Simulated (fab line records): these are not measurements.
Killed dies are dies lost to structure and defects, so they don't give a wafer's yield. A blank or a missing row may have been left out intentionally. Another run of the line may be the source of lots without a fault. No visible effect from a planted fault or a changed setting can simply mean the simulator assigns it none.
Which of the tools did it? || flow rit cmos || Sampling: 7 lots, 21 wafers, 2 of 202 route steps

== WHAT THE GAUGES READ, wafer by wafer ==
RIT_M1_CD_MEAS_90 targets a cd of 2600 nm.
{"lot": "L241", "measured": "day 3 16:49", "on": "cd sem-01", "cd nm (nm)": "2597.0 2599.0 2596.9"}
{"lot": "L244", "measured": "day 4 09:02", "on": "cd sem-02", "cd nm (nm)": "2601.0 2601.7 2603.5"}
{"lot": "L246", "measured": "day 4 21:52", "on": "cd sem-02", "cd nm (nm)": "2601.6 2600.4 2598.6"}
{"lot": "L254", "measured": "day 6 10:54", "on": "cd sem-02", "cd nm (nm)": "- - -"}
{"lot": "L257", "measured": "day 7 04:08", "on": "cd sem-02", "cd nm (nm)": "2601.3 2601.4 2601.6"}
{"lot": "L260", "measured": "day 7 16:20", "on": "cd sem-02", "cd nm (nm)": "2603.2 2602.5 2602.3"}
{"lot": "L262", "measured": "day 8 08:37", "on": "cd sem-02", "cd nm (nm)": "2598.6 2599.1 2597.6"}

== TOOL THAT RAN EACH LOT (tool first, then ch and the chambers of the sampled wafers, then the start) ==
{"lot": "L241", "RIT_M1_METAL_ETCH_12": "rie metal-02 ch 0,1, day 3 16:18"}
{"lot": "L244", "RIT_M1_METAL_ETCH_12": "rie metal-02 ch 0,1, day 4 08:29"}
{"lot": "L246", "RIT_M1_METAL_ETCH_12": "rie metal-03 ch 0,1, day 4 21:22"}
{"lot": "L254", "RIT_M1_METAL_ETCH_12": "rie metal-01 ch 0,1, day 6 10:23"}
{"lot": "L257", "RIT_M1_METAL_ETCH_12": "rie metal-03 ch 0,1, day 7 03:35"}
{"lot": "L260", "RIT_M1_METAL_ETCH_12": "rie metal-01 ch 0,1, day 7 15:50"}
{"lot": "L262", "RIT_M1_METAL_ETCH_12": "rie metal-03 ch 0,1, day 8 08:05"}
- RIT_M1_METAL_ETCH_12: etches Al in Cl2/BCl3, stops on SiO2, time 165 s, target depth 600 nm.

== THE ANSWER, worked out from the rows above alone ==
Rule: what is usual is taken from the lots themselves. The widest of any qualifying gaps counts: lots, ordered by their means at a reading, are off when they make up no more than a third of the lots, leave a main group of 4 or more, and stand apart from it by 3 or more times the standard deviation of that group's means. A main group is skipped when, at the precision printed for the reading in the tables above, its means are all equal. Also off: a lot with no number at a reading for which 4 or more lots have one. Where the step has rows for the other lots, those lots are counted as sound.
Off, at RIT_M1_CD_MEAS_90 on cd nm: L254. Without a number there: L254. The main group has a mean of 2600.4 nm with a standard deviation of 1.9.
A tool fits if, at a process step before that reading, it ran every lot that is off, and no sound lot after the first of them. The gauges at RIT_M1_CD_MEAS_90 are tried like those tools. None of those tried fits.

== WHAT HAD BEEN PUT IN BY THE SIMULATOR ==
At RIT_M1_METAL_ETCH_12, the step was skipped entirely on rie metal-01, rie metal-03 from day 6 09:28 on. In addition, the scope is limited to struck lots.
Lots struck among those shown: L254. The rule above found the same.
